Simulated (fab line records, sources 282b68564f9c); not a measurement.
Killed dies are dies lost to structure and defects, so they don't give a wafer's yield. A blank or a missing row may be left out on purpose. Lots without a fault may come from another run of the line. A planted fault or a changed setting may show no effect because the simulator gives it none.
A struck lot beside a sound one | flow rit_cmos | 23 steps out of a route of 202
Sound: wafers L182.3, L182.4, L182.6. Struck: wafers L191.2, L191.4, L191.6. The cause comes at the end.
At each step with rows: each side's tool, then ch and its chambers, then its first start. Under that, the readings that differ: sound wafers | struck wafers | difference of the means | sigmas: that difference in standard deviations of wafers without a fault.
alike: readings whose means differ by less than 2 such deviations, and words and numbers that are the same on both sides. not compared: withheld readings, readings that some wafer has no value for, bounds like >300 that may hide the same value, and numbers for which the record gives no deviation and whose values overlap.
The two part at a step that has a row with sigmas, a row that says differs or no value, or rows on one side only. Numbers that don't overlap but have no deviation are shown without sigmas and don't part them. A reading that every wafer of one side lacks parts them only if that side has two wafers or more.

RIT_SDANNEAL_RS_MEAS_06: measures by four-point-probe.
  sound on film_metro-04, day 3 08:23; struck on film_metro-01, day 5 04:14
  alike: PLDD_RS
RIT_SDANNEAL_RS_MEAS_07: measures by four-point-probe.
  sound on film_metro-04, day 3 08:30; struck on film_metro-01, day 5 04:22
  alike: NLDD_RS
then, 1 step without rows for these wafers: RIT_SILICIDE_WET_ETCH_00 (etches SiO2 in BOE, target depth 14 nm, time 15 s).
RIT_SILICIDE_SPUTTER_01: material Ti, target thk 30 nm, time 240 s.
  sound on pvd_sputter-02, day 3 08:36; struck on pvd_sputter-01, day 5 04:28
  alike: throttle_valve_pct
RIT_SILICIDE_RS_MEAS_02: measures by four-point-probe.
  sound on film_metro-03, day 3 08:47; struck on film_metro-02, day 5 04:38
  alike: SILICIDE_TI_RS
RIT_SILICIDE_THK_MEAS_03: measures by xrf.
  sound on film_metro-03, day 3 08:53; struck on film_metro-02, day 5 04:45
  alike: SILICIDE_TI_THK
RIT_SILICIDE_RTA_04: time 10 s, ramp up 5 s, ramp down 5 s.
  sound on rtp_anneal-02 ch 0, day 3 08:57; struck on rtp_anneal-01 ch 0, day 5 04:49
  alike: wafer_temp_C_max
then, 1 step without rows for these wafers: RIT_SILICIDE_WET_ETCH_05 (etches Ti in SPM, time 120 s).
RIT_SILICIDE_RTA_06: time 10 s, ramp up 5 s, ramp down 10 s.
  sound on rtp_anneal-01 ch 0, day 3 09:04; struck on rtp_anneal-02 ch 0, day 5 04:55
  reading          | sound             | struck            | difference | sigmas
  wafer_temp_C_max | 751.5 751.8 751.7 | 754.4 757.9 756.1 | +4.5       | +2
RIT_CONTACT_CVD_00: deposits SiO2 from TEOS, target thk 400 nm, time 61 s.
  sound on pecvd-01 ch 1,2, day 3 09:06; struck on pecvd-03 ch 0,2, day 5 04:59
  reading            | sound             | struck            | difference | sigmas
  rf_fwd_power_W (W) | 394.3 394.5 391.4 | 395.2 399.3 395.9 | +3.4       | +2
  alike: heater_power_w
RIT_CONTACT_THK_MEAS_01:
  sound on film_metro-02, day 3 09:10; struck on film_metro-03, day 5 05:02
  alike: CONTACT_TEOS_THK
then, 1 step without rows for these wafers: RIT_CONTACT_HMDS_02 (prime time 60 s).
RIT_CONTACT_COAT_03: resist thk 1000 nm.
  sound on litho_track-02 ch 0, day 3 09:29; struck on litho_track-02 ch 0, day 5 05:16
  reading                                      | sound                | struck               | difference | sigmas
  spin_speed_rpm (rpm)                         | 3250.7 3249.6 3249.8 | 3902.3 3899.4 3906.3 | +652.6     | +99 or more
  model.NOVOLAK_of_CONTACT_COAT_03.thk_nm (nm) | 1002 1003 1002       | 907.9 910.9 908.6    | -93.2      |
  alike: chill_plate_temp_C
then, 3 steps without rows for these wafers: RIT_CONTACT_SOFTBAKE_04 (time 60 s); RIT_CONTACT_EXPOSE_05 (exposes mask M11, target cd 1000 nm); RIT_CONTACT_PEB_06.
RIT_CONTACT_DEVELOP_07: develop time 120 s.
  sound on litho_track-04 ch 0; struck on litho_track-03 ch 0
  reading                  | sound          | struck         | difference | sigmas
  model.CONTACT.cd_nm (nm) | 1002 1005 1007 | 1011 1011 1011 | +6         |
  alike: chill_plate_temp_C
RIT_CONTACT_CD_MEAS_08: target cd 1000 nm.
  sound on cd_sem-02, day 3 10:32; struck on cd_sem-02, day 5 06:05
  reading    | sound                | struck               | difference | sigmas
  cd_nm (nm) | 1002.2 1005.0 1006.9 | 1011.1 1010.7 1011.2 | +6.3       | +3
RIT_CONTACT_OVL_MEAS_09:
  sound on overlay-02, day 3 10:37; struck on overlay-02, day 5 06:11
  alike: CONTACT_OVL
then, 1 step without rows for these wafers: RIT_CONTACT_HARDBAKE_10 (time 60 s).
RIT_CONTACT_ETCH_11: etches SiO2 in CHF3/CF4/Ar, stops on TiSi2, target depth 480 nm, time 320 s.
  sound on rie_diel-04 ch 0,2, day 3 10:47; struck on rie_diel-02 ch 0,2,3, day 5 06:22
  reading                                      | sound           | struck            | difference | sigmas
  model.NOVOLAK_of_CONTACT_COAT_03.thk_nm (nm) | 770.6 772 769.4 | 691.7 689.1 691.8 | -79.8      |
  model.CONTACT.cd_nm (nm)                     | 1002 1005 1007  | 1011 1010 1011    | +6         |
  alike: O2_flow_sccm, drypump_motor_current_A, oes_product_au, rf_fwd_power_W, throttle_valve_pct
  not compared: rf_hours_counter_h
RIT_CONTACT_STRIP_12: strips in O2, time 180 s.
  sound on plasma_asher-04 ch 0,1, day 3 11:03; struck on plasma_asher-04 ch 0,1, day 5 06:34
  alike: drypump_motor_current_A
  not compared: rf_hours_counter_h
RIT_M1_PROBE_99:
  sound on prober-01, day 3 15:52; struck on prober-02, day 5 13:00
  reading      | sound | struck | difference | sigmas
  killed_short | 6 6 4 | 2 0 0  | -5         | -2
  alike: killed_at_contacts, killed_at_front_end, killed_dies, killed_open

WHERE THEY PART
First at RIT_SILICIDE_RTA_06; last, within this record, at RIT_M1_PROBE_99.

WHY: what the simulator had put in
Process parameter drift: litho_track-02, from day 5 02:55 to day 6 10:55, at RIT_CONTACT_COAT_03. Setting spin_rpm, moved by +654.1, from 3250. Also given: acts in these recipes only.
